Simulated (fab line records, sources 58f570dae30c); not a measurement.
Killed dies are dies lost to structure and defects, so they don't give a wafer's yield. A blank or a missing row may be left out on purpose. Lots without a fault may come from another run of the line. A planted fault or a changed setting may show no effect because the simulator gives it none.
Which tool did it? | flow berkeley_cmos170 | 14 lots, 42 wafers sampled, at 4 steps of a route of 331

WHAT THE GAUGES READ, wafer by wafer
UCB170_GATE_THK_MEAS_02. Usual: GATE_OXIDE_THK 6.57 nm, standard deviation 0.13.
lot  | measured     | on            | GATE_OXIDE_THK (nm) | flag
L339 | day 7 07:22  | film_metro-04 | 6.65 6.47 6.69      |
L344 | day 7 22:34  | film_metro-01 | 6.48 6.64 6.59      |
L342 | day 7 22:35  | film_metro-04 | 6.53 6.69 6.62      |
L343 | day 7 22:37  | film_metro-03 | 6.50 6.46 6.44      |
L345 | day 8 11:31  | film_metro-01 | 6.60 6.42 6.40      |
L347 | day 8 21:12  | film_metro-04 | 6.59 6.69 6.75      |
L349 | day 9 05:49  | film_metro-01 | 6.74 6.77 6.83      |
L350 | day 9 16:38  | film_metro-04 | 6.79 6.78 6.62      |
L352 | day 9 16:42  | film_metro-04 | 6.62 6.75 6.71      |
L356 | day 10 16:42 | film_metro-03 | 6.66 6.49 6.56      |
L359 | day 11 10:34 | film_metro-04 | 6.57 6.51 6.53      |
L360 | day 11 17:45 | film_metro-03 | 6.74 6.62 6.81      |
L361 | day 11 17:47 | film_metro-04 | 6.48 6.34 6.38      |
L362 | day 12 07:05 | film_metro-01 | 6.56 6.44 6.55      |

UCB170_PLDD_TW_MEAS_11. Usual: PLDD_TW 1006, standard deviation 9.5.
lot  | measured     | on            | PLDD_TW        | flag
L339 | day 7 20:25  | film_metro-03 | 1012 1006 1002 |
L344 | day 8 09:32  | film_metro-02 | 1006 1009 1008 |
L342 | day 8 09:47  | film_metro-03 | 995 992 1001   |
L343 | day 8 09:14  | film_metro-04 | 1013 1017 1012 |
L345 | day 8 21:13  | film_metro-02 | 1009 1004 1009 |
L347 | day 9 11:59  | film_metro-04 | 1019 1024 1021 |
L349 | day 9 15:03  | film_metro-03 | 990 997 991    |
L350 | day 10 04:57 | film_metro-03 | 1000 995 998   |
L352 | day 10 05:24 | film_metro-03 | 998 997 994    |
L356 | day 11 06:14 | film_metro-03 | 990 988 994    |
L359 | day 11 20:38 | film_metro-02 | 1010 1007 1010 |
L360 | day 12 06:29 | film_metro-04 | 1010 1013 1010 |
L361 | day 12 06:14 | film_metro-03 | 995 988 988    |
L362 | day 12 18:37 | film_metro-02 | 1010 1018 1018 |

UCB170_PSD_CD_MEAS_06: target cd 1200 nm. Usual: cd_nm 1199.7 nm, standard deviation 1.5.
lot  | measured     | on        | cd_nm (nm)           | flag
L339 | day 8 09:34  | cd_sem-01 | 1199.2 1197.8 1198.8 |
L344 | day 8 20:20  | cd_sem-02 | 1199.1 1199.6 1199.9 |
L342 | day 8 20:07  | cd_sem-01 | 1200.2 1199.1 1199.9 |
L343 | day 8 20:22  | cd_sem-01 | 1202.0 1200.9 1201.5 |
L345 | day 9 05:41  | cd_sem-01 | 1201.8 1202.0 1201.5 |
L347 | day 9 22:52  | cd_sem-01 | 1200.0 1200.8 1200.1 |
L349 | day 9 23:01  | cd_sem-02 | 1199.4 1199.3 1201.3 |
L356 | day 11 15:16 | cd_sem-01 | 1199.8 1198.6 1198.5 |
L359 | day 12 04:55 | cd_sem-01 | 1197.7 1198.3 1199.4 |
L360 | day 12 17:27 | cd_sem-01 | 1201.1 1200.3 1201.2 |
L361 | day 12 16:35 | cd_sem-02 | 1198.3 1199.0 1197.5 |
L362 | day 13 05:14 | cd_sem-02 | 1199.6 1197.9 1200.2 |

WHICH TOOL RAN EACH LOT (tool, then ch and the chambers of the sampled wafers, then the start)
lot  | UCB170_SPACER_ETCHBACK_03
L339 | rie_diel-03 ch 0,1, day 8 08:29
L344 | rie_diel-02 ch 1,2,3, day 8 18:35
L342 | rie_diel-01 ch 0,2, day 8 18:35
L343 | rie_diel-03 ch 0,3, day 8 18:39
L345 | rie_diel-03 ch 0,1, day 9 04:18
L347 | rie_diel-01 ch 0,2,3, day 9 21:27
L349 | rie_diel-02 ch 1,3, day 9 21:27
L350 | rie_diel-02 ch 1,2,3, day 10 12:57
L352 | rie_diel-03 ch 0,1,3, day 10 12:57
L356 | rie_diel-02 ch 1,2,3, day 11 14:02
L359 | rie_diel-02 ch 0,3, day 12 03:46
L360 | rie_diel-03 ch 0,1,3, day 12 14:01
L361 | rie_diel-01 ch 1,2, day 12 14:01
L362 | rie_diel-01 ch 1,3, day 13 03:58
- UCB170_SPACER_ETCHBACK_03: etches SiO2 in CHF3/CF4/Ar, stops on Si, target depth 376 nm, time 100 s.

WHAT THE TOOLS THEMSELVES READ (means of the sampled wafers that have a number; where no wafer has one, the mark that the record gives instead)
UCB170_SPACER_ETCHBACK_03. Usual: CHF3_flow_sccm 50.00 sccm, standard deviation 0.16; cf4_flow_sccm 10.002 sccm, standard deviation 0.029; drypump_motor_current_A 5.7 A, standard deviation 0.51; mfc_ar_sccm 120.0 sccm, standard deviation 0.37; oes_product_au 0.910 a.u., standard deviation 0.014; throttle_valve_pct 6.46 %, standard deviation 0.086.
lot  | tool        | CHF3_flow_sccm (sccm) | cf4_flow_sccm (sccm) | drypump_motor_current_A (A) | mfc_ar_sccm (sccm) | oes_product_au (a.u.) | throttle_valve_pct (%) | flag
L339 | rie_diel-03 | 50.15                 | 9.992                | 6.3                         | 120.1              | 0.899                 | 6.40                   |
L344 | rie_diel-02 | 49.85                 | 10.024               | 5.5                         | 120.6              | 0.898                 | 6.48                   |
L342 | rie_diel-01 | 50.06                 | 10.037               | 5.8                         | 120.4              | 0.901                 | 6.53                   |
L343 | rie_diel-03 | 49.93                 | 9.992                | 5.6                         | 120.5              | 0.903                 | 6.41                   |
L345 | rie_diel-03 | 49.87                 | 9.945                | 6.3                         | 120.1              | 0.912                 | 6.40                   |
L347 | rie_diel-01 | 50.08                 | 10.014               | 5.5                         | 120.0              | 0.904                 | 6.49                   |
L349 | rie_diel-02 | 50.06                 | 9.992                | 5.2                         | 119.7              | 0.903                 | 6.51                   |
L350 | rie_diel-02 | -                     | -                    | -                           | -                  | -                     | -                      | OFF
L352 | rie_diel-03 | -                     | -                    | -                           | -                  | -                     | -                      | OFF
L356 | rie_diel-02 | 49.96                 | 9.970                | 5.4                         | 119.9              | 0.916                 | 6.49                   |
L359 | rie_diel-02 | 50.10                 | 10.010               | 6.3                         | 120.2              | 0.904                 | 6.63                   |
L360 | rie_diel-03 | 49.93                 | 10.002               | 6.0                         | 119.9              | 0.895                 | 6.41                   |
L361 | rie_diel-01 | 50.09                 | 9.978                | 5.8                         | 120.3              | 0.916                 | 6.52                   |
L362 | rie_diel-01 | 50.00                 | 9.991                | 5.1                         | 120.0              | 0.915                 | 6.45                   |

THE ANSWER, worked out from the rows above alone
Rule: a lot is off if the mean of its wafers that have a number lies more than 3 standard deviations from the usual mean. A lot without any number at a reading at which 4 lots or more have one is off too. The other lots that the step has rows for count as sound. The gauges are gone through in route order, then the tools' own readings, and for those a lot's mean is taken as printed above. The first step at which some lot is off is used, and at that step the reading that is off furthest; a lot without a number counts as furthest.
Off: L350, L352, at UCB170_SPACER_ETCHBACK_03 (CHF3_flow_sccm). Without a number there: L350, L352.
A tool fits if, at that step or a process step before it, it ran every lot that is off, and no sound lot after the first of them. None of those tried fits.

WHAT THE SIMULATOR HAD PUT IN
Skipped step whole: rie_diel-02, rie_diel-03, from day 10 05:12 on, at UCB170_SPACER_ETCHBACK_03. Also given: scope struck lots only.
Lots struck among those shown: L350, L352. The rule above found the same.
